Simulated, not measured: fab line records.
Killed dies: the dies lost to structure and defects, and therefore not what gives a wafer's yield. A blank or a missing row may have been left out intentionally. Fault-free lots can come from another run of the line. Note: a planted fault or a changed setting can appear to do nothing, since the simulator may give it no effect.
Lot-split experiment ; flow ritCmos ; 23 wafers read across 5 lots, on a route 202 steps long

ABOUT THE SPLIT
At RIT_NWELL_COAT_01 (resist thk 1300 nm), the setting spinRpm was moved away from the recipe's 2000 rpm on 11 of the 23 wafers read, by -7.1% to +5.7%. This setting was run at the recipe's value on the other wafers.

FROM THE SPLIT TO THE READING: what the file shows between them, 3 steps
- RIT_NWELL_SOFTBAKE_02: time 60 s
- RIT_NWELL_EXPOSE_03: exposes mask M2, target cd 43900 nm
- RIT_NWELL_DEVELOP_05: develop time 68 s

THE READING
NOVOLAK_of_NWELL_COAT_01.thkNm (the simulator's own value, which no gauge read), in nm, at RIT_NWELL_HARDBAKE_07 (time 120 s). No usual value for it is given in the file. Average 1138 nm, standard deviation 1.3 nm, over the 12 wafers here run with the recipe.

wafer;tool, chamber at the split;spinRpm as run, rpm;against the recipe;NOVOLAK_of_NWELL_COAT_01.thkNm, nm;against lot-mates on the recipe
L076.2;lithoTrack-03, 0;1858;-7.1%;1182;+44
L076.3;lithoTrack-03, 0;1858;-7.1%;1180;+42
L076.4;lithoTrack-03, 0;2000;recipe;1138;-
L076.5;lithoTrack-03, 0;2000;recipe;1137;-
L076.6;lithoTrack-03, 0;1858;-7.1%;1177;+40
L077.1;lithoTrack-04, 0;2000;recipe;1137;-
L077.2;lithoTrack-04, 0;1878;-6.1%;1173;+35
L077.3;lithoTrack-04, 0;2000;recipe;1138;-
L077.4;lithoTrack-04, 0;2000;recipe;1139;-
L077.6;lithoTrack-04, 0;1878;-6.1%;1170;+32
L079.1;lithoTrack-04, 0;1867;-6.7%;1182;+44
L079.2;lithoTrack-04, 0;1867;-6.7%;1179;+41
L079.3;lithoTrack-04, 0;2000;recipe;1139;-
L079.5;lithoTrack-04, 0;1867;-6.7%;1177;+39
L079.6;lithoTrack-04, 0;2000;recipe;1137;-
L081.1;lithoTrack-04, 0;2114;+5.7%;1108;-31
L081.3;lithoTrack-04, 0;2000;recipe;1141;-
L081.4;lithoTrack-04, 0;2114;+5.7%;1110;-29
L081.6;lithoTrack-04, 0;2114;+5.7%;1110;-29
L081.5;lithoTrack-04, 0;2000;recipe;1137;-
L084.2;lithoTrack-02, 0;2000;recipe;1139;-
L084.4;lithoTrack-02, 0;2000;recipe;1140;-
L084.6;lithoTrack-02, 0;2000;recipe;1140;-

THE FIT
A straight line over all 23 wafers: NOVOLAK_of_NWELL_COAT_01.thkNm changes by -5.62 nm for each +1% of spinRpm; r = -1.00; the points scatter about the line by 2.2 nm.
The same after taking each lot's own level away (the mean of its wafers on the recipe; 23 wafers): -5.72 nm for each +1%; r = -1.00; scatter 2.1 nm.
Per that fit: largest spinRpm move, reading shift of 41 nm.
From 1137.5 to 1139.7 nm: that is the span of the lots' own levels, equal to 1.6 times the standard deviation above.
The two slopes are in agreement: the lot-to-lot level therefore moves the slope only a little.
Check: with one of the wafers moved furthest among these (-7.1%) left out of the fit, the line predicts +41.1 nm for it against its lot-mates. Against them it came out at +44.5 nm.

ADDITIONAL SPLITS CARRIED BY THESE WAFERS
Other splits were also applied to these wafers ahead of the reading. Each is held against what the fit with the lots' levels taken away leaves over:
other split on the same wafers;wafers away from the commonest value;r with NOVOLAK_of_NWELL_COAT_01.thkNm (lot level and that fit taken away)
RIT_ACTIVE_CVD_03 tempC;18;-0.22
RIT_ACTIVE_ETCH_13 timeS;9;+0.24
RIT_FOX1_OXIDATION_00 oxTimeS;15;-0.46

THE WHOLE CHAIN: every reading that the file lists as answering this split, in the file's order
step;what it does;reading;change (the file's fit);r (the file's)
RIT_NWELL_COAT_01;resist thk 1300 nm;NOVOLAK_of_NWELL_COAT_01.thkNm (the simulator's own value, which no gauge read);-6.71 nm for each +1% of the setting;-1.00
RIT_NWELL_HARDBAKE_07;time 120 s;NOVOLAK_of_NWELL_COAT_01.thkNm (the simulator's own value, which no gauge read);-5.78 nm for each +1% of the setting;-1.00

FILE'S OWN FIT
NOVOLAK_of_NWELL_COAT_01.thkNm changes by -5.78 nm for each +1% of spinRpm, r = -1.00.
